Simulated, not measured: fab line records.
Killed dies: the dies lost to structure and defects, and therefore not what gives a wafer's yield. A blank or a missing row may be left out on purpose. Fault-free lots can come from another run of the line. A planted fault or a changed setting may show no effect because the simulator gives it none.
Split-lot study	flow rit_cmos	5 lots, 23 wafers read, on a route of 202 steps

THE SPLIT ITSELF
At RIT_GATE_DEVELOP_15 (develop time 50 s), the setting dev_temp_c was moved away from the recipe's 23 C on 5 of the 23 wafers read, by -14.8% to -14.1%. The other wafers ran this setting at the recipe's value.

FROM THE SPLIT TO THE READING: what the file shows between them, 5 steps
- RIT_NLDD_COAT_01: resist thk 1000 nm (also split here: resist_thk_nm)
- RIT_NLDD_SOFTBAKE_02: time 60 s
- RIT_NLDD_EXPOSE_03: exposes mask M7, target cd 40700 nm
- RIT_NLDD_DEVELOP_05: develop time 50 s
- RIT_NLDD_HARDBAKE_07: time 60 s

THE READING
etest.ppoly_line.line_ohm_um (the simulator's own value, which no gauge read), at RIT_M1_PROBE_99. The file does not state a usual value for it. Here, 18 wafers ran the recipe; their average is 164.4 with a standard deviation of 3.5.

wafer	tool, chamber at the split	dev_temp_c as run, C	against the recipe	etest.ppoly_line.line_ohm_um	against lot-mates on the recipe
L075.1	litho_track-01, 0	23	recipe	168.4	-
L075.2	litho_track-01, 0	19.59	-14.8%	212.4	+45.2
L075.3	litho_track-01, 0	19.59	-14.8%	213.5	+46.2
L075.4	litho_track-01, 0	19.59	-14.8%	210.6	+43.3
L075.5	litho_track-01, 0	23	recipe	166.1	-
L077.2	litho_track-04, 0	23	recipe	164.3	-
L077.5	litho_track-04, 0	23	recipe	158.5	-
L077.6	litho_track-04, 0	23	recipe	162.1	-
L078.1	litho_track-04, 0	23	recipe	165	-
L078.2	litho_track-04, 0	23	recipe	165.3	-
L078.3	litho_track-04, 0	23	recipe	161.7	-
L078.5	litho_track-04, 0	23	recipe	166.3	-
L078.6	litho_track-04, 0	23	recipe	163.5	-
L079.2	litho_track-04, 0	23	recipe	169.2	-
L079.3	litho_track-04, 0	23	recipe	168.2	-
L079.4	litho_track-04, 0	23	recipe	170	-
L079.5	litho_track-04, 0	23	recipe	164.6	-
L079.6	litho_track-04, 0	23	recipe	167.2	-
L085.1	litho_track-01, 0	23	recipe	160.1	-
L085.2	litho_track-01, 0	19.76	-14.1%	202.6	+43.1
L085.3	litho_track-01, 0	19.76	-14.1%	198.1	+38.6
L085.5	litho_track-01, 0	23	recipe	159.4	-
L085.6	litho_track-01, 0	23	recipe	159	-

THE FIT
A straight line over all 23 wafers: etest.ppoly_line.line_ohm_um changes by -2.97 for each +1% of dev_temp_c; r = -0.98; the points scatter about the line by 4.1.
The same after taking each lot's own level away (the mean of its wafers on the recipe; 23 wafers): -2.98 for each +1%; r = -1.00; scatter 1.8.
On that fit, the largest move of dev_temp_c shifts the reading by 44.
Measured against the standard deviation above, the lots' own levels, which go from 159.50 to 167.84, span 2.4 times it.
So the lot-to-lot level changes the slope little: the two slopes agree.
Check: with one of the wafers moved furthest among these (-14.8%) left out of the fit, the line predicts +43.9 for it against its lot-mates. It came out at +45.2 against them.

OTHER SPLITS ON THESE WAFERS
Other splits were also applied to these wafers ahead of the reading. Each is held against what the fit with the lots' levels taken away leaves over:
other split on the same wafers	wafers away from the commonest value	r with etest.ppoly_line.line_ohm_um (lot level and that fit taken away)
RIT_ACTIVE_CVD_03 sih2cl2_flow_sccm	15	+0.04
RIT_FOX2_OXIDATION_00 ox_time_s	18	+0.10
RIT_PWELL_COAT_01 spin_rpm	7	-0.09
RIT_PWELL_IMPLANT_08 dose_cm2	10	-0.16
RIT_NRETRO_COAT_01 spin_rpm	11	-0.05
RIT_NRETRO_DEVELOP_05 develop_time_s	7	-0.17
RIT_PRETRO_SOFTBAKE_02 time_s	8	-0.45
RIT_GATE_CLEAN_04 time_s	10	+0.00
RIT_NLDD_COAT_01 resist_thk_nm	11	+0.03

THE WHOLE CHAIN: every reading that the file lists as answering this split, in the file's order
step	what it does	reading	change (the file's fit)	r (the file's)
RIT_M1_PROBE_99		etest.pmos_0p3.r_on_ohm_um (the simulator's own value, which no gauge read)	+26.4 for each +1% of the setting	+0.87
RIT_M1_PROBE_99		etest.pmos_turned.r_on_ohm_um (the simulator's own value, which no gauge read)	+27.7 for each +1% of the setting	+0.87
RIT_M1_PROBE_99		etest.pmos_0p15.r_on_ohm_um (the simulator's own value, which no gauge read)	+27.7 for each +1% of the setting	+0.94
RIT_M1_PROBE_99		etest.nmos_0p15.drive_ua_um (the simulator's own value, which no gauge read)	-6.8 for each +1% of the setting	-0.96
RIT_M1_PROBE_99		etest.pmos_0p15.drive_ua_um (the simulator's own value, which no gauge read)	-3.82 for each +1% of the setting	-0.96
RIT_M1_PROBE_99		etest.ppoly_line.line_ohm_um (the simulator's own value, which no gauge read)	-2.97 for each +1% of the setting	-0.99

FILE'S OWN FIT
etest.ppoly_line.line_ohm_um changes by -2.97 for each +1% of dev_temp_c, r = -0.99.
